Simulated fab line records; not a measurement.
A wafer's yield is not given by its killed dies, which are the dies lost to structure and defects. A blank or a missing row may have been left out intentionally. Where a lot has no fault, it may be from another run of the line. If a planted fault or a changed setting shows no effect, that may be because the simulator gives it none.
Chamber matching :: flow berkeleyCmos170 :: rieDiel-02 running UCB170_ACTIVE_ETCH_15: 4 sister chambers
The step etches Si3N4 in CH3F/Ar/O2, stops on SiO2, target depth 242 nm, time 151 s. 14 wafers are shown with their chamber, then 7 later ones without.

## WAFERS PAIRED WITH THEIR CHAMBERS
wafer: L902.3
chamber: 3
throttleValvePct (%): 8.29
oesProductAu (a.u.): 0.941

wafer: L902.4
chamber: 0
throttleValvePct (%): 8.03
oesProductAu (a.u.): 0.938

wafer: L902.6
chamber: 2
throttleValvePct (%): 7.95
oesProductAu (a.u.): 0.959

wafer: L904.3
chamber: 3
throttleValvePct (%): 8.28
oesProductAu (a.u.): 0.944

wafer: L904.4
chamber: 0
throttleValvePct (%): 8.02
oesProductAu (a.u.): 0.934

wafer: L904.6
chamber: 2
throttleValvePct (%): 7.94
oesProductAu (a.u.): 0.967

wafer: L905.1
chamber: 3
throttleValvePct (%): 8.28
oesProductAu (a.u.): 0.933

wafer: L905.3
chamber: 1
throttleValvePct (%): 8.22
oesProductAu (a.u.): 0.965

wafer: L905.5
chamber: 3
throttleValvePct (%): 8.28
oesProductAu (a.u.): 0.936

wafer: L906.1
chamber: 3
throttleValvePct (%): 8.29
oesProductAu (a.u.): 0.944

wafer: L906.5
chamber: 2
throttleValvePct (%): 7.94
oesProductAu (a.u.): 0.957

wafer: L906.6
chamber: 1
throttleValvePct (%): 8.22
oesProductAu (a.u.): 0.966

wafer: L907.3
chamber: 2
throttleValvePct (%): 7.97
oesProductAu (a.u.): 0.960

wafer: L907.4
chamber: 0
throttleValvePct (%): 8.04
oesProductAu (a.u.): 0.926

SIGNATURES (means of the wafers above)
reading: throttleValvePct
chamber 0: 8.0300
chamber 1: 8.2200
chamber 2: 7.9500
chamber 3: 8.2840
scatter within a chamber: 0.00959

reading: oesProductAu
chamber 0: 0.93267
chamber 1: 0.96550
chamber 2: 0.96075
chamber 3: 0.93960
scatter within a chamber: 0.00479
Rule: for each reading, subtract the chamber's mean from the wafer's reading, divide by that reading's scatter and square the result; add these up over the readings and take the root, which gives the wafer's distance from the chamber. The wafer belongs to the nearest chamber; if the next one is less than 2 further off, it can't be placed. The scatter: the root of (the sum of the squares of (reading less its chamber's mean) over the shown wafers, divided by (wafers less chambers)).

## WAFERS WHOSE CHAMBER IS MISSING
wafer: L907.6
throttleValvePct (%): 7.95
oesProductAu (a.u.): 0.955

wafer: L919.2
throttleValvePct (%): 8.02
oesProductAu (a.u.): 0.933

wafer: L919.3
throttleValvePct (%): 8.28
oesProductAu (a.u.): 0.942

wafer: L919.5
throttleValvePct (%): 8.22
oesProductAu (a.u.): 0.963

wafer: L921.1
throttleValvePct (%): 8.04
oesProductAu (a.u.): 0.926

wafer: L921.3
throttleValvePct (%): 8.22
oesProductAu (a.u.): 0.961

wafer: L921.4
throttleValvePct (%): 7.93
oesProductAu (a.u.): 0.956

## THE CHAMBER EACH PASSED THROUGH
wafer: L907.6
from the rows above: 2
in truth: 2

wafer: L919.2
from the rows above: 0
in truth: 0

wafer: L919.3
from the rows above: 3
in truth: 3

wafer: L919.5
from the rows above: 1
in truth: 1

wafer: L921.1
from the rows above: 0
in truth: 0

wafer: L921.3
from the rows above: 1
in truth: 1

wafer: L921.4
from the rows above: 2
in truth: 2
Placed correctly: 7 of 7. Can't be placed from these rows: 0. Placed wrongly: 0.
